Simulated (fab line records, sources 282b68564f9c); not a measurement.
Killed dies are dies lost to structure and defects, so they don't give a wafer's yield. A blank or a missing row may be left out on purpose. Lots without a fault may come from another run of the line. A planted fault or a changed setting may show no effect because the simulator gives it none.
One fault seen from 2 desks | flow rit_cmos | each desk has only its own numbers; what lay behind them comes last

THE METROLOGY DESK
What the gauges read, lot by lot, whatever tool the lot ran on: means of the sampled wafers that have a number. A lot is out of limits, marked OUT, if its mean lies more than 4 standard deviations from the usual mean; the brackets give that distance.
Columns: A = PRETRO_TW at RIT_PRETRO_TW_MEAS_10, usual 469; B = NSD_RS at RIT_SDANNEAL_RS_MEAS_05, usual 84.55 ohm/sq
lot  | first seen here | A   | B
L106 | day 2 14:19     | 474 | 84.29
L105 | day 2 15:07     | 463 | 84.40
L107 | day 2 19:54     | 465 | 84.01
L109 | day 3 06:36     | 468 | 84.51
L110 | day 3 10:26     | 467 | 84.71
L111 | day 3 19:34     | 470 | 84.90
L112 | day 3 22:08     | 470 | 84.51
L116 | day 4 16:58     | 464 | 84.78
L117 | day 5 00:10     | 472 | 84.15
L119 | day 5 15:34     | 472 | 84.73
L120 | day 5 15:47     | 473 | 84.42
L124 | day 6 10:25     | 472 | 84.74
L125 | day 6 17:01     | 477 | 84.72
L127 | day 6 23:01     | 468 | 84.53
This desk's finding: nothing out of limits on any of the 14 lots.

THE TOOL OWNER'S DESK: plasma_asher-01
The tool's own readings at RIT_PLDD_STRIP_09 (strips in O2, time 180 s): means of the sampled wafers that have a number, for each lot that ran on this tool. A lot is out of limits, marked OUT, if its mean lies more than 4 standard deviations from the usual mean; the brackets give that distance.
Columns: A = drypump_motor_current_A at RIT_PLDD_STRIP_09, usual 5.9 A; B = rf_refl_power_W at RIT_PLDD_STRIP_09, usual 6.6 W
lot  | first seen here | A   | B
L106 | day 3 06:40     | 5.8 | 6.3
L109 | day 3 23:51     | 5.8 | 6.3
L112 | day 4 15:11     | 5.8 | 6.2
L116 | day 5 05:51     | 5.8 | 6.3
L119 | day 6 09:40     | 6.2 | 6.1
This desk's finding: nothing out of limits on any of the 5 lots.

PUT TOGETHER
The metrology desk saw nothing out of limits.
The tool owner's desk saw nothing out of limits.

WHAT THE SIMULATOR HAD PUT IN
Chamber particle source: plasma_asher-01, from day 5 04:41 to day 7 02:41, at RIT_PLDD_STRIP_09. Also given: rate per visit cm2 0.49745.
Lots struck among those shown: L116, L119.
